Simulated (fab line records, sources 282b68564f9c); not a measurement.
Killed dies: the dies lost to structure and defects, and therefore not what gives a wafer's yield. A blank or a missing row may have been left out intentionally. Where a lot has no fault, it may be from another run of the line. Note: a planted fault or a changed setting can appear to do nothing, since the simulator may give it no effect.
A struck lot beside a sound one -- flow ritCmos -- 13 out of 202 route steps
Sound: the wafers L501.1, L501.5, L501.6. The struck wafers were L517.1, L517.2, L517.5. The cause is named last.
For every step that has rows: the tool of each side, followed by ch and its chambers, followed by its first start. Under that, the readings that differ: sound wafers -- struck wafers -- difference of the means -- sigmas: that difference in standard deviations of wafers without a fault.
alike: same words and numbers on both sides, and readings whose means sit less than 2 such deviations apart. not compared: any withheld reading, any reading some wafer has no value for, any bound like >300 that may hide the same value, and any number with overlapping values for which the record gives no deviation.
A row with sigmas, a row that says differs or no value, or rows on one side alone: a step with any of these is where the two part. Numbers that don't overlap but have no deviation are shown without sigmas and don't part them. A reading missing from all wafers of one side parts the sides only when that side holds two or more wafers.

RIT_NWELL_TW_MEAS_10:
  struck on filmMetro-04, day 5 05:19; sound on filmMetro-03, day 1 21:41
reading,sound,struck,difference,sigmas
NWELL_TW,2113 2118 2118,2149 2149 2134,+28,+3
then, 6 steps without rows for these wafers: RIT_PWELL_HMDS_00 (prime time 60 s); RIT_PWELL_COAT_01 (resist thk 1300 nm); RIT_PWELL_SOFTBAKE_02 (time 60 s); RIT_PWELL_EXPOSE_03 (exposes mask M3, target cd 43700 nm); RIT_PWELL_PEB_04; RIT_PWELL_DEVELOP_05 (develop time 68 s).
RIT_PWELL_OVL_MEAS_06:
  struck on overlay-02, day 5 06:22; sound on overlay-01, day 1 22:37
  alike: PWELL_OVL
then, 2 steps without rows for these wafers: RIT_PWELL_HARDBAKE_07 (time 120 s); RIT_PWELL_IMPLANT_08.
RIT_PWELL_STRIP_09: strips in O2, time 180 s.
  sound on plasmaAsher-04 ch 0,1, day 1 23:04; struck on plasmaAsher-01 ch 0,1, day 5 06:49
  alike: drypumpMotorCurrentA
  not compared: rfHoursCounterH
RIT_PWELL_TW_MEAS_10:
  struck on filmMetro-01, day 5 06:59; sound on filmMetro-03, day 1 23:14
reading,sound,struck,difference,sigmas
PWELL_TW,939 938 937,951 956 957,+17,+3
RIT_WELLDRIVE_ANNEAL_00: time 14700 s.
  sound on furnace-04 ch 0, day 1 23:17; struck on furnace-01, day 5 07:34
  no value came back on the struck wafers for runLengthS (s), spikeTcCentreC (C), tubeCenterTempC (C); on the sound wafers runLengthS (s) reads 18268 18268 18268

## WHERE THEY PART
Last at RIT_WELLDRIVE_ANNEAL_00 as far as this record goes, first at RIT_NWELL_TW_MEAS_10.

WHY: the cause the simulator had injected
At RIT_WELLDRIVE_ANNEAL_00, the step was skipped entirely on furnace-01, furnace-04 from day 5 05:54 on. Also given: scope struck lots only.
